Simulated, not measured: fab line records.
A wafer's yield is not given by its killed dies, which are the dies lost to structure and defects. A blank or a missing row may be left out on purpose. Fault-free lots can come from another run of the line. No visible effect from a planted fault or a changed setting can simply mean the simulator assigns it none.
Struck lot and sound lot, side by side / flow rit cmos / 21 out of 202 route steps
Sound: these wafers, L307.1, L307.2, L307.4. Wafers struck: L310.3, L310.4, L310.5. The cause is named last.
Each step with rows lists, per side, the tool, then ch with its chambers, then its first start. Under that, the readings that differ: sound wafers / struck wafers / difference of the means / sigmas: that difference in standard deviations of wafers without a fault.
alike: readings whose means differ by less than 2 such deviations, and words and numbers that are the same on both sides. not compared: withheld readings, readings that some wafer has no value for, bounds like >300 that may hide the same value, and numbers for which the record gives no deviation and whose values overlap.
The two part at a step that has a row with sigmas, a row that says differs or no value, or rows on one side only. When numbers do not overlap yet have no deviation, they are printed without sigmas and do not part them. A reading missing from all wafers of one side parts the sides only when that side holds two or more wafers.

first, 6 steps without rows for these wafers: RIT_NWELL_HMDS_00 (prime time 60 s); RIT_NWELL_COAT_01 (resist thk 1300 nm); RIT_NWELL_SOFTBAKE_02 (time 60 s); RIT_NWELL_EXPOSE_03 (exposes mask M2, target cd 43900 nm); RIT_NWELL_PEB_04; RIT_NWELL_DEVELOP_05 (develop time 68 s).
RIT_NWELL_OVL_MEAS_06:
  struck on overlay-02, day 2 17:04; sound on overlay-01, day 2 01:53
  alike: NWELL_OVL
then, 2 steps without rows for these wafers: RIT_NWELL_HARDBAKE_07 (time 120 s); RIT_NWELL_IMPLANT_08.
RIT_NWELL_STRIP_09: strips in O2, time 180 s.
  sound on plasma asher-01 ch 0,1, day 2 02:19; struck on plasma asher-01 ch 0,1, day 2 17:32
  alike: drypump motor current A
  not compared: rf hours counter h
RIT_NWELL_TW_MEAS_10:
  struck on film metro-02, day 2 17:41; sound on film metro-04, day 2 02:30
  alike: NWELL_TW
then, 1 step without rows for these wafers: RIT_PWELL_HMDS_00 (prime time 60 s).
RIT_PWELL_COAT_01: resist thk 1300 nm.
  sound on litho track-03 ch 0, day 2 02:43; struck on litho track-03 ch 0, day 2 17:55
reading=model.NOVOLAK_of_PWELL_COAT_01.thk nm (nm); sound=1305 1303 1303; struck=1322 1316 1323; difference=+17; sigmas=
then, 4 steps without rows for these wafers: RIT_PWELL_SOFTBAKE_02 (time 60 s); RIT_PWELL_EXPOSE_03 (exposes mask M3, target cd 43700 nm); RIT_PWELL_PEB_04; RIT_PWELL_DEVELOP_05 (develop time 68 s).
RIT_PWELL_OVL_MEAS_06:
  struck on overlay-02, day 2 18:44; sound on overlay-02, day 2 03:26
  alike: PWELL_OVL
RIT_PWELL_HARDBAKE_07: time 120 s.
  sound on litho track-02 ch 0, day 2 03:28; struck on litho track-02 ch 0, day 2 18:50
reading=model.NOVOLAK_of_PWELL_COAT_01.thk nm (nm); sound=1141 1139 1139; struck=1156 1151 1157; difference=+15; sigmas=
  alike: heater power total W
after that, 1 step had no rows for these wafers: RIT_PWELL_IMPLANT_08.
RIT_M1_PROBE_99:
  struck on prober-01, day 4 06:12; sound on prober-02, day 3 14:14
reading=killed at front end; sound=12 11 15; struck=4 4 4; difference=-9; sigmas=-3
reading=killed dies; sound=12 11 15; struck=4 4 4; difference=-9; sigmas=-3
reading=killed open; sound=7 7 8; struck=1 4 1; difference=-5; sigmas=-3
  alike: killed short

WHERE THEY PART
Within this record, at RIT_M1_PROBE_99 only.

WHY: whatever the simulator had introduced
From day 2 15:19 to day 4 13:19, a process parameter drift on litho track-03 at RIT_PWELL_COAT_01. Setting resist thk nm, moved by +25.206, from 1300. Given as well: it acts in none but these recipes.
